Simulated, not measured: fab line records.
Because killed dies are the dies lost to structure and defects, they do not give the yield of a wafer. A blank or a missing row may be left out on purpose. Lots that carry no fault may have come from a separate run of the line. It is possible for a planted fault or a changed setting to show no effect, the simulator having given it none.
Comparing a struck lot with a sound one	flow rit cmos	26 steps out of a route of 202
Sound: the wafers L335.2, L335.4, L335.6. Struck: wafers L341.1, L341.2, L341.3. The cause comes at the end.
At each step with rows: each side's tool, then ch and its chambers, then its first start. Under that, the readings that differ: sound wafers	struck wafers	difference of the means	sigmas: that difference in standard deviations of wafers without a fault.
alike: words and numbers the same on both sides, and readings whose means are apart by under 2 such deviations; not compared: readings that were withheld, readings missing a value for some wafer, numbers with overlapping values and no deviation given by the record, and bounds like >300 which may hide the same value.
The two part at a step that has a row with sigmas, a row that says differs or no value, or rows on one side only. When numbers do not overlap yet have no deviation, they are printed without sigmas and do not part them. A reading that every wafer of one side lacks parts them only if that side has two wafers or more.

RIT_ACTIVE_BOW_MEAS_00:
  sound: film metro-03 at day 2 06:01; struck: film metro-01 at day 3 12:00
  alike: INCOMING_BOW
then, 1 step without rows for these wafers: RIT_ACTIVE_OXIDATION_01 (target thk 46.8 nm, ox time 3360 s).
RIT_ACTIVE_THK_MEAS_02:
  sound: film metro-03 at day 2 08:04; struck: film metro-01 at day 3 15:27
reading	sound	struck	difference	sigmas
ACTIVE_OXIDE_THK (nm)	45.0 45.4 45.5	46.5 48.0 47.6	+2.1	+3
RIT_ACTIVE_CVD_03: deposits Si3N4 from SiH2Cl2/NH3, target thk 150 nm, time 1500 s.
  sound on lpcvd-02 ch 1, day 2 08:07; struck on lpcvd-02 ch 1, day 3 15:31
reading	sound	struck	difference	sigmas
spike tc centre C (C)	814.8 813.7 812.2	823.5 824.8 823.8	+10.5	+9
spike tc load C (C)	830.9 830.9 831.1	845.1 843.0 844.7	+13.3	+6
spike tc source C (C)	831.9 831.6 834.5	847.0 845.4 846.1	+13.5	+5
model.Si3N4_of_ACTIVE_CVD_03.thk nm (nm)	150.8 150.8 151.2	189.7 190.9 191	+39.6	
  alike: zone power source pct
RIT_ACTIVE_THK_MEAS_04:
  sound: film metro-03 at day 2 09:32; struck: film metro-03 at day 3 17:09
reading	sound	struck	difference	sigmas
ACTIVE_NITRIDE_THK (nm)	150.9 150.7 151.2	189.9 190.9 191.0	+39.7	+25
  not compared: hold
then, 5 steps without rows for these wafers: RIT_ACTIVE_COAT_06 (resist thk 1000 nm); RIT_ACTIVE_SOFTBAKE_07 (time 60 s); RIT_ACTIVE_EXPOSE_08 (exposes mask M1, target cd 1400 nm); RIT_ACTIVE_PEB_09; RIT_ACTIVE_DEVELOP_10 (develop time 50 s).
RIT_ACTIVE_CD_MEAS_11 targets a cd of 1400 nm.
  sound: cd sem-01 at day 2 10:28; struck: cd sem-01 at day 3 21:18
  alike: cd nm
then, 1 step without rows for these wafers: RIT_ACTIVE_HARDBAKE_12 (time 60 s).
RIT_ACTIVE_ETCH_13: etches Si3N4 in SF6, stops on SiO2, time 210 s, target depth 210 nm.
  sound on rie diel-03 ch 0,3, day 2 10:43; struck on rie diel-03 ch 0,1,2, day 3 21:34
reading	sound	struck	difference	sigmas
oes product au (a.u.)	0.840 0.787 0.802	0.909 0.953 0.952	+0.128	+10
model.ACTIVE.feature depth nm (nm)	150.8 150.8 151.2	189.7 191 191	+39.6	
model.etch.depth nm (nm)	150.8 150.8 151.2	189.7 190.9 191	+39.6	
  alike: drypump motor current A, throttle valve pct
  not compared: rf hours counter h
RIT_ACTIVE_STRIP_14: strips in O2, time 180 s.
  sound on plasma asher-02 ch 0,1, day 2 10:50; struck on plasma asher-02 ch 0,1, day 3 21:42
  alike: drypump motor current A
  not compared: rf hours counter h
RIT_ACTIVE_CD_MEAS_90 targets a cd of 1400 nm.
  sound: cd sem-02 at day 2 11:02; struck: cd sem-02 at day 3 21:53
  alike: cd nm
then, 4 steps without rows for these wafers: RIT_ACTIVE_CLEAN_15 (cleans in SC1, time 600 s); RIT_ACTIVE_CLEAN_16 (cleans in dHF, time 30 s); RIT_ACTIVE_CLEAN_17 (cleans in SC2, time 600 s); RIT_FOX1_OXIDATION_00 (target thk 350.7 nm, ox time 1130 s).
RIT_FOX1_THK_MEAS_01:
  sound: film metro-04 at day 2 14:47; struck: film metro-04 at day 4 01:44
  alike: FOX1_OXIDE_THK
then, 2 steps without rows for these wafers: RIT_FOX1_WET_ETCH_02 (etches SiO2 in BOE, target depth 350 nm, time 390 s); RIT_FOX2_OXIDATION_00 (target thk 350.7 nm, ox time 1130 s).
RIT_FOX2_THK_MEAS_01:
  sound: film metro-02 at day 2 17:16; struck: film metro-02 at day 4 03:44
  alike: FOX2_OXIDE_THK
RIT_FOX2_CLEAN_02: cleans in dHF, time 171.4 s.
  sound on wet bench-03 ch 0, day 2 17:19; struck on wet bench-03 ch 3, day 4 03:58
reading	sound	struck	difference	sigmas
model.Si3N4_of_ACTIVE_CVD_03.thk nm (nm)	131.7 131.6 132	170.4 171.7 171.7	+39.5	
then, 1 step without rows for these wafers: RIT_FOX2_WET_ETCH_03 (etches Si3N4 in H3PO4, target depth 195 nm, time 2700 s).
RIT_M1_PROBE_99:
  sound: prober-02 at day 4 17:03; struck: prober-02 at day 6 02:48
reading	sound	struck	difference	sigmas
killed open	2 2 2	11 7 4	+5	+3
  alike: killed at contacts, killed at front end, killed dies, killed short

## WHERE THEY PART
Last at RIT_M1_PROBE_99 as far as this record goes, first at RIT_ACTIVE_THK_MEAS_02.

WHY: the cause the simulator had injected
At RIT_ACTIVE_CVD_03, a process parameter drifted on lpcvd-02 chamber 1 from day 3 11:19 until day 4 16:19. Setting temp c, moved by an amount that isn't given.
